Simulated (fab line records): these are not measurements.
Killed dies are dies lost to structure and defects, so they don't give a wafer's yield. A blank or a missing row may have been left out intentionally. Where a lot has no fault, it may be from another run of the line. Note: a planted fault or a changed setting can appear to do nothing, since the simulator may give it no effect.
Struck lot and sound lot, side by side / flow berkeley cmos170 / 13 out of 331 route steps
Sound: the wafers L644.3, L644.4, L644.5. Struck: wafers L646.1, L646.3, L646.4. The cause is named last.
For every step that has rows: the tool of each side, followed by ch and its chambers, followed by its first start. Under that, the readings that differ: sound wafers / struck wafers / difference of the means / sigmas: that difference in standard deviations of wafers without a fault.
alike: readings whose means differ by less than 2 such deviations, and words and numbers that are the same on both sides. not compared: withheld readings, readings that some wafer has no value for, bounds like >300 that may hide the same value, and numbers for which the record gives no deviation and whose values overlap.
The two part at a step that has a row with sigmas, a row that says differs or no value, or rows on one side only. Numbers that have no deviation but don't overlap get no sigmas and don't part them. A reading missing from all wafers of one side parts the sides only when that side holds two or more wafers.

first, 3 steps without rows for these wafers: UCB170_PWELL_EXPOSE_10 (exposes mask PWELL, target cd 3000 nm); UCB170_PWELL_PEB_11; UCB170_PWELL_DEVELOP_12 (develop time 45 s).
UCB170_PWELL_OVL_MEAS_13:
  sound on overlay-01, day 5 17:46; struck on overlay-02, day 6 06:46
  alike: PWELL_OVL
UCB170_PWELL_ETCH_14: etches Si3N4 in CH3F/Ar/O2, stops on SiO2, target depth 242 nm, time 151 s.
  sound on rie diel-03 ch 0,1,3, day 5 17:47; struck on rie diel-01 ch 1,2,3, day 6 06:49
reading=chamber pressure mTorr (mTorr); sound=49.99 49.86 49.93; struck=50.13 49.98 50.09; difference=+0.14; sigmas=+3
  alike: drypump motor current A, oes product au, throttle valve pct
  not compared: rf hours counter h
after that, 1 step had no rows for these wafers: UCB170_PWELL_IMPLANT_15.
UCB170_PWELL_STRIP_16: strips in O2.
  sound on plasma asher-03 ch 0,1, day 5 18:05; struck on plasma asher-03 ch 0,1, day 6 07:04
  alike: chamber pressure mTorr, drypump motor current A, oes product au, strip time to endpoint s
  not compared: rf hours counter h
UCB170_PWELL_TW_MEAS_17:
  sound on film metro-01, day 5 18:10; struck on film metro-01, day 6 07:10
  alike: PWELL_TW
then, 4 steps without rows for these wafers: UCB170_PWELL_CLEAN_18 (cleans in SPM, time 600 s); UCB170_PWELL_WET_ETCH_19 (etches Si3N4 in H3PO4, time 14400 s); UCB170_PWELL_WET_ETCH_20 (etches SiO2 in BOE, time 22 s); UCB170_WELLDRIVE_CLEAN_00 (cleans in SPM, time 600 s).
UCB170_WELLDRIVE_OXIDATION_01: target thk 199 nm, ox time 9000 s.
  struck on furnace-02, day 6 15:47; sound on furnace-01 ch 0, day 6 03:16
  no value came back on the struck wafers for ox temp c (C), ox temp c max, spike tc source C (C), zone power load pct (%); on the sound wafers ox temp c (C) reads 1100.3 1100.6 1100.7

== WHERE THEY PART ==
First at UCB170_PWELL_ETCH_14; last, within this record, at UCB170_WELLDRIVE_OXIDATION_01.

WHY: the cause the simulator had injected
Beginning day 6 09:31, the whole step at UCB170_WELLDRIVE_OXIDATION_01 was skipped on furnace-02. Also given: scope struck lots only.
